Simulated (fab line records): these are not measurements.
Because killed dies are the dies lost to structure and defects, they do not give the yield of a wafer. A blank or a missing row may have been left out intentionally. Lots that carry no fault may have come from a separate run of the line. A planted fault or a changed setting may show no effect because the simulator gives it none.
The tool behind it: which one? / flow berkeley cmos170 / 14 lots, 42 wafers sampled, at 6 steps of a route of 331

== WHAT EACH GAUGE READ, for each wafer ==
UCB170_NSD_TW_MEAS_10. Usual: NSD_TW gives 4188 (standard deviation 39).
lot=L668; measured=day 8 14:32; on=film metro-03; NSD_TW=4207 4170 4191; flag=
lot=L669; measured=day 8 14:47; on=film metro-01; NSD_TW=4196 4181 4201; flag=
lot=L673; measured=day 9 11:20; on=film metro-02; NSD_TW=4133 4140 4131; flag=
lot=L671; measured=day 9 11:37; on=film metro-01; NSD_TW=4198 4210 4247; flag=
lot=L675; measured=day 9 11:50; on=film metro-03; NSD_TW=4186 4194 4202; flag=
lot=L674; measured=day 9 11:54; on=film metro-01; NSD_TW=4206 4221 4233; flag=
lot=L670; measured=day 9 12:05; on=film metro-03; NSD_TW=4200 4152 4184; flag=
lot=L677; measured=day 9 18:31; on=film metro-01; NSD_TW=4208 4210 4192; flag=
lot=L679; measured=day 10 08:37; on=film metro-01; NSD_TW=4094 4070 4087; flag=
lot=L681; measured=day 10 21:37; on=film metro-03; NSD_TW=4196 4162 4193; flag=
lot=L685; measured=day 11 15:13; on=film metro-03; NSD_TW=4106 4092 4082; flag=
lot=L688; measured=day 12 02:58; on=film metro-02; NSD_TW=4117 4109 4122; flag=
lot=L690; measured=day 12 13:20; on=film metro-03; NSD_TW=4228 4245 4236; flag=
lot=L689; measured=day 12 14:33; on=film metro-03; NSD_TW=4266 4263 4230; flag=

UCB170_SDANNEAL_RS_MEAS_03: measurement is done with a four-point probe. Usual: NSD_RS gives 37.26 ohm/sq (standard deviation 0.08).
lot=L668; measured=day 8 15:46; on=film metro-03; NSD_RS (ohm/sq)=37.29 37.27 37.35; flag=
lot=L669; measured=day 8 16:04; on=film metro-02; NSD_RS (ohm/sq)=37.25 37.23 37.27; flag=
lot=L673; measured=day 9 12:55; on=film metro-02; NSD_RS (ohm/sq)=37.16 37.16 37.29; flag=
lot=L671; measured=day 9 13:07; on=film metro-03; NSD_RS (ohm/sq)=37.29 37.27 37.27; flag=
lot=L675; measured=day 9 13:32; on=film metro-01; NSD_RS (ohm/sq)=37.20 37.27 37.18; flag=
lot=L674; measured=day 9 13:31; on=film metro-02; NSD_RS (ohm/sq)=37.41 37.40 37.34; flag=
lot=L670; measured=day 9 13:52; on=film metro-03; NSD_RS (ohm/sq)=37.21 37.20 37.21; flag=
lot=L677; measured=day 9 20:14; on=film metro-02; NSD_RS (ohm/sq)=37.19 37.34 37.31; flag=
lot=L679; measured=day 10 09:49; on=film metro-02; NSD_RS (ohm/sq)=42.68 42.68 42.70; flag=OFF
lot=L681; measured=day 11 00:20; on=film metro-02; NSD_RS (ohm/sq)=37.21 37.32 37.20; flag=
lot=L685; measured=day 11 16:37; on=film metro-02; NSD_RS (ohm/sq)=42.80 42.74 42.75; flag=OFF
lot=L688; measured=day 12 04:39; on=film metro-02; NSD_RS (ohm/sq)=37.31 37.33 37.23; flag=
lot=L690; measured=day 12 15:22; on=film metro-02; NSD_RS (ohm/sq)=37.19 37.23 37.14; flag=
lot=L689; measured=day 12 17:13; on=film metro-01; NSD_RS (ohm/sq)=37.35 37.37 37.33; flag=

UCB170_M1_CD_MEAS_09 targets a cd of 700 nm. Usual: 700.3 nm for cd nm, sd 1.5.
lot=L668; measured=day 9 00:38; on=cd sem-02; cd nm (nm)=697.5 696.8 698.0; flag=
lot=L669; measured=day 9 00:58; on=cd sem-02; cd nm (nm)=701.6 702.3 701.2; flag=
lot=L673; measured=day 9 20:15; on=cd sem-02; cd nm (nm)=700.4 700.9 702.1; flag=
lot=L671; measured=day 9 21:19; on=cd sem-02; cd nm (nm)=701.5 702.9 702.2; flag=
lot=L675; measured=day 9 21:56; on=cd sem-02; cd nm (nm)=701.6 701.0 702.6; flag=
lot=L674; measured=day 9 22:11; on=cd sem-01; cd nm (nm)=701.2 700.7 701.0; flag=
lot=L670; measured=day 9 22:18; on=cd sem-02; cd nm (nm)=698.3 698.6 699.4; flag=
lot=L677; measured=day 10 03:03; on=cd sem-02; cd nm (nm)=698.5 697.5 699.2; flag=
lot=L679; measured=day 10 17:56; on=cd sem-02; cd nm (nm)=703.1 704.3 702.2; flag=
lot=L681; measured=day 11 08:41; on=cd sem-02; cd nm (nm)=698.2 698.8 697.9; flag=
lot=L685; measured=day 12 01:53; on=cd sem-01; cd nm (nm)=702.2 702.2 702.0; flag=
lot=L688; measured=day 12 11:44; on=cd sem-02; cd nm (nm)=700.9 700.6 700.0; flag=
lot=L690; measured=day 12 22:46; on=cd sem-01; cd nm (nm)=699.3 699.5 697.0; flag=
lot=L689; measured=day 13 01:37; on=cd sem-01; cd nm (nm)=699.4 700.2 700.0; flag=

UCB170_V1_OVL_MEAS_13. Usual: V1_OVL gives -2 nm (standard deviation 5.8).
lot=L668; measured=day 9 04:28; on=overlay-02; V1_OVL (nm)=3 6 1; flag=
lot=L669; measured=day 9 05:40; on=overlay-02; V1_OVL (nm)=2 0 0; flag=
lot=L673; measured=day 10 02:44; on=overlay-01; V1_OVL (nm)=-1 -2 1; flag=
lot=L671; measured=day 10 02:55; on=overlay-02; V1_OVL (nm)=-7 -12 -12; flag=
lot=L675; measured=day 10 02:49; on=overlay-02; V1_OVL (nm)=1 4 -8; flag=
lot=L674; measured=day 10 03:47; on=overlay-01; V1_OVL (nm)=0 -4 1; flag=
lot=L670; measured=day 10 04:00; on=overlay-02; V1_OVL (nm)=10 7 5; flag=
lot=L677; measured=day 10 08:28; on=overlay-02; V1_OVL (nm)=12 4 -2; flag=
lot=L679; measured=day 10 22:15; on=overlay-02; V1_OVL (nm)=8 7 3; flag=
lot=L681; measured=day 11 14:18; on=overlay-01; V1_OVL (nm)=14 9 13; flag=
lot=L685; measured=day 12 07:53; on=overlay-02; V1_OVL (nm)=3 0 -5; flag=
lot=L688; measured=day 12 16:25; on=overlay-01; V1_OVL (nm)=-15 -9 -14; flag=
lot=L690; measured=day 13 02:29; on=overlay-02; V1_OVL (nm)=-2 -1 1; flag=
lot=L689; measured=day 13 07:08; on=overlay-02; V1_OVL (nm)=-9 -3 -7; flag=

== TOOL THAT RAN EACH LOT (tool first, then ch and the chambers of the sampled wafers, then the start) ==
lot=L668; UCB170_NSD_IMPLANT_08=implanter-02 ch 0, day 8 14:19; UCB170_NSD_STRIP_09=plasma asher-02 ch 0,1, day 8 14:26
lot=L669; UCB170_NSD_IMPLANT_08=implanter-03 ch 0, day 8 14:34; UCB170_NSD_STRIP_09=plasma asher-01 ch 0,1, day 8 14:42
lot=L673; UCB170_NSD_IMPLANT_08=implanter-03 ch 0, day 9 11:05; UCB170_NSD_STRIP_09=plasma asher-01 ch 0,1, day 9 11:14
lot=L671; UCB170_NSD_IMPLANT_08=implanter-04 ch 0, day 9 11:23; UCB170_NSD_STRIP_09=plasma asher-02 ch 0,1, day 9 11:31
lot=L675; UCB170_NSD_IMPLANT_08=implanter-03 ch 0, day 9 11:37; UCB170_NSD_STRIP_09=plasma asher-01 ch 0,1, day 9 11:44
lot=L674; UCB170_NSD_IMPLANT_08=implanter-02 ch 0, day 9 11:40; UCB170_NSD_STRIP_09=plasma asher-02 ch 0,1, day 9 11:47
lot=L670; UCB170_NSD_IMPLANT_08=implanter-04 ch 0, day 9 11:50; UCB170_NSD_STRIP_09=plasma asher-01 ch 0,1, day 9 11:59
lot=L677; UCB170_NSD_IMPLANT_08=implanter-03 ch 0, day 9 18:16; UCB170_NSD_STRIP_09=plasma asher-03 ch 0,1, day 9 18:25
lot=L679; UCB170_NSD_IMPLANT_08=implanter-03 ch 0, day 10 08:22; UCB170_NSD_STRIP_09=plasma asher-03 ch 0,1, day 10 08:31
lot=L681; UCB170_NSD_IMPLANT_08=implanter-02 ch 0, day 10 21:22; UCB170_NSD_STRIP_09=plasma asher-02 ch 0,1, day 10 21:31
lot=L685; UCB170_NSD_IMPLANT_08=implanter-03 ch 0, day 11 15:00; UCB170_NSD_STRIP_09=plasma asher-02 ch 0,1, day 11 15:08
lot=L688; UCB170_NSD_IMPLANT_08=implanter-02 ch 0, day 12 02:44; UCB170_NSD_STRIP_09=plasma asher-02 ch 0,1, day 12 02:51
lot=L690; UCB170_NSD_IMPLANT_08=implanter-04 ch 0, day 12 13:05; UCB170_NSD_STRIP_09=plasma asher-02 ch 0,1, day 12 13:14
lot=L689; UCB170_NSD_IMPLANT_08=implanter-04 ch 0, day 12 14:17; UCB170_NSD_STRIP_09=plasma asher-01 ch 0,1, day 12 14:25
- UCB170_NSD_IMPLANT_08
- UCB170_NSD_STRIP_09: strips in O2.

== AS READ BY THE TOOLS THEMSELVES (means over the sampled wafers that have a number; for cases with no such wafer, the mark the record gives instead) ==
UCB170_NSD_IMPLANT_08. Usual: beam energy keV 39.998, standard deviation 0.012; beam on s 10.04 s, standard deviation 0.2; faraday current uA 9221, standard deviation 180; tilt deg 6.999 degrees, standard deviation 0.019.
lot=L668; tool=implanter-02; beam energy keV=39.990; beam on s (s)=9.84; faraday current uA=9404; tilt deg (degrees)=6.985; flag=
lot=L669; tool=implanter-03; beam energy keV=39.989; beam on s (s)=9.93; faraday current uA=9317; tilt deg (degrees)=6.952; flag=
lot=L673; tool=implanter-03; beam energy keV=40.005; beam on s (s)=9.91; faraday current uA=9345; tilt deg (degrees)=6.999; flag=
lot=L671; tool=implanter-04; beam energy keV=40.004; beam on s (s)=10.10; faraday current uA=9188; tilt deg (degrees)=6.995; flag=
lot=L675; tool=implanter-03; beam energy keV=40.012; beam on s (s)=10.03; faraday current uA=9208; tilt deg (degrees)=6.981; flag=
lot=L674; tool=implanter-02; beam energy keV=40.011; beam on s (s)=10.15; faraday current uA=9119; tilt deg (degrees)=6.988; flag=
lot=L670; tool=implanter-04; beam energy keV=40.011; beam on s (s)=10.04; faraday current uA=9232; tilt deg (degrees)=7.011; flag=
lot=L677; tool=implanter-03; beam energy keV=39.991; beam on s (s)=10.04; faraday current uA=9231; tilt deg (degrees)=7.024; flag=
lot=L679; tool=implanter-03; beam energy keV=40.000; beam on s (s)=7.73; faraday current uA=11960; tilt deg (degrees)=6.983; flag=OFF
lot=L681; tool=implanter-02; beam energy keV=40.002; beam on s (s)=10.14; faraday current uA=9143; tilt deg (degrees)=7.012; flag=
lot=L685; tool=implanter-03; beam energy keV=40.002; beam on s (s)=7.63; faraday current uA=12130; tilt deg (degrees)=6.986; flag=OFF
lot=L688; tool=implanter-02; beam energy keV=39.991; beam on s (s)=10.09; faraday current uA=9166; tilt deg (degrees)=7.012; flag=
lot=L690; tool=implanter-04; beam energy keV=40.009; beam on s (s)=10.04; faraday current uA=9236; tilt deg (degrees)=6.996; flag=
lot=L689; tool=implanter-04; beam energy keV=39.997; beam on s (s)=10.03; faraday current uA=9193; tilt deg (degrees)=7.007; flag=

UCB170_NSD_STRIP_09. Usual: drypump motor current A 5.9 A, standard deviation 0.43; oes product au 0.534 a.u., standard deviation 0.0044; strip time to endpoint s 35.80 s, standard deviation 0.075.
lot=L668; tool=plasma asher-02; drypump motor current A (A)=6.1; oes product au (a.u.)=0.534; strip time to endpoint s (s)=35.81; flag=
lot=L669; tool=plasma asher-01; drypump motor current A (A)=5.7; oes product au (a.u.)=0.534; strip time to endpoint s (s)=35.86; flag=
lot=L673; tool=plasma asher-01; drypump motor current A (A)=5.7; oes product au (a.u.)=0.534; strip time to endpoint s (s)=35.86; flag=
lot=L671; tool=plasma asher-02; drypump motor current A (A)=6.2; oes product au (a.u.)=0.534; strip time to endpoint s (s)=35.83; flag=
lot=L675; tool=plasma asher-01; drypump motor current A (A)=6.1; oes product au (a.u.)=0.537; strip time to endpoint s (s)=35.90; flag=
lot=L674; tool=plasma asher-02; drypump motor current A (A)=6.1; oes product au (a.u.)=0.533; strip time to endpoint s (s)=35.78; flag=
lot=L670; tool=plasma asher-01; drypump motor current A (A)=6.1; oes product au (a.u.)=0.536; strip time to endpoint s (s)=35.91; flag=
lot=L677; tool=plasma asher-03; drypump motor current A (A)=5.5; oes product au (a.u.)=0.528; strip time to endpoint s (s)=35.75; flag=
lot=L679; tool=plasma asher-03; drypump motor current A (A)=5.4; oes product au (a.u.)=0.551; strip time to endpoint s (s)=33.45; flag=OFF
lot=L681; tool=plasma asher-02; drypump motor current A (A)=6.2; oes product au (a.u.)=0.530; strip time to endpoint s (s)=35.81; flag=
lot=L685; tool=plasma asher-02; drypump motor current A (A)=6.1; oes product au (a.u.)=0.557; strip time to endpoint s (s)=33.33; flag=OFF
lot=L688; tool=plasma asher-02; drypump motor current A (A)=6.1; oes product au (a.u.)=0.534; strip time to endpoint s (s)=35.74; flag=
lot=L690; tool=plasma asher-02; drypump motor current A (A)=6.2; oes product au (a.u.)=0.533; strip time to endpoint s (s)=35.89; flag=
lot=L689; tool=plasma asher-01; drypump motor current A (A)=6.1; oes product au (a.u.)=0.532; strip time to endpoint s (s)=35.75; flag=

== THE ANSWER, worked out from the rows above alone ==
Rule: a lot is off if the mean of its wafers that have a number lies more than 3 standard deviations from the usual mean. Also off: a lot with no number at a reading for which 4 or more lots have one. Where the step has rows for the other lots, those lots are counted as sound. The gauges are gone through in route order, then the tools' own readings, and for those a lot's mean is taken as printed above. At the first step where some lot is off, the reading lying furthest off is the one used; lots without a number count as furthest.
Off: L679, L685, seen at UCB170_SDANNEAL_RS_MEAS_03 (NSD_RS).
A tool fits if, at a process step before that reading, it ran every lot that is off, and no sound lot after the first of them. Not tried: the gauges at UCB170_SDANNEAL_RS_MEAS_03; whatever is off there is also off at UCB170_NSD_IMPLANT_08, on other tools, and gauge error can't account for it. One fits: UCB170_NSD_IMPLANT_08 on implanter-03. A fault onset in the window from L677 (day 9 18:16, its last sound lot) to L679 (day 10 08:22, its first lot off) fits.
The tool's own readings at UCB170_NSD_IMPLANT_08 bear it out: on the lots that are off they differ by more than 5 times the standard deviation of the sound lots' means. beam on s reads 7.68 s there against 10.03 s on the sound lots; faraday current uA reads 12045 there against 9232 on the sound lots.

== WHAT HAD BEEN PUT IN BY THE SIMULATOR ==
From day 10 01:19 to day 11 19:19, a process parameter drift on implanter-03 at UCB170_NSD_IMPLANT_08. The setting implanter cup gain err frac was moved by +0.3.
Shown lots that were struck: L679, L685. Same finding as the rule above.
